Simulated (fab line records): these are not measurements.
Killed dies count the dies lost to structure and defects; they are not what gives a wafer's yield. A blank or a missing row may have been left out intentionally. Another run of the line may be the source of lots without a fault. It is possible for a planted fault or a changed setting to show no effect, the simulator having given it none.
Matching of chambers | flow berkeley_cmos170 | UCB170_ACTIVE_ETCH_15 on rie_diel-03 has 4 sister chambers
The step etches Si3N4 in CH3F/Ar/O2, stops on SiO2, target depth 242 nm, time 151 s. 14 wafers are shown with their chamber, then 7 later ones without.

EACH WAFER AND ITS CHAMBER
wafer  | chamber | drypump_motor_current_A (A) | throttle_valve_pct (%) | oes_product_au (a.u.)
L297.3 | 2       | 5.5                         | 8.28                   | 0.967
L297.5 | 3       | 6.5                         | 8.11                   | 0.942
L297.6 | 2       | 5.5                         | 8.30                   | 0.958
L299.3 | 2       | 5.5                         | 8.30                   | 0.961
L299.4 | 1       | 5.8                         | 8.25                   | 0.952
L299.6 | 1       | 5.8                         | 8.25                   | 0.954
L308.2 | 0       | 5.7                         | 8.30                   | 0.972
L308.3 | 2       | 5.5                         | 8.28                   | 0.964
L308.6 | 3       | 6.5                         | 8.12                   | 0.964
L312.2 | 2       | 5.5                         | 8.29                   | 0.975
L312.3 | 1       | 5.7                         | 8.24                   | 0.970
L312.6 | 3       | 6.5                         | 8.13                   | 0.959
L314.1 | 1       | 5.8                         | 8.25                   | 0.960
L314.4 | 2       | 5.5                         | 8.31                   | 0.960

SIGNATURES (averages over the wafers above)
reading                 | chamber 0 | chamber 1 | chamber 2 | chamber 3 | scatter within a chamber
drypump_motor_current_A | 5.700     | 5.775     | 5.500     | 6.500     | 0.0274
throttle_valve_pct      | 8.3000    | 8.2475    | 8.2933    | 8.1200    | 0.01
oes_product_au          | 0.97200   | 0.95900   | 0.96417   | 0.95500   | 0.00808
Rule: a wafer's distance from a chamber is the root of the sum, over the readings, of the square of ((its reading less the chamber's mean) divided by the reading's scatter). The wafer belongs to the nearest chamber; if the next one is less than 2 further off, it can't be placed. The scatter: the root of (the sum of the squares of (reading less its chamber's mean) over the shown wafers, divided by (wafers less chambers)).

WAFERS WITHOUT THEIR CHAMBER
wafer  | drypump_motor_current_A (A) | throttle_valve_pct (%) | oes_product_au (a.u.)
L314.6 | 5.8                         | 8.27                   | 0.968
L316.2 | 5.5                         | 8.29                   | 0.965
L316.5 | 5.8                         | 8.28                   | 0.962
L316.6 | 5.5                         | 8.31                   | 0.964
L317.1 | 5.7                         | 8.30                   | 0.934
L317.2 | 6.5                         | 8.13                   | 0.946
L317.6 | 6.6                         | 8.11                   | 0.945

CHAMBER TAKEN BY EACH
wafer  | from the rows above     | in truth
L314.6 | 1                       | 1
L316.2 | 2                       | 2
L316.5 | can't be placed: 1 or 0 | 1
L316.6 | 2                       | 2
L317.1 | can't be placed: 0 or 1 | 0
L317.2 | 3                       | 3
L317.6 | 3                       | 3
Placed correctly: 5 of 7. Can't be placed from these rows: 2 (the true chamber is among the candidates in 2). Placed wrongly: 0.
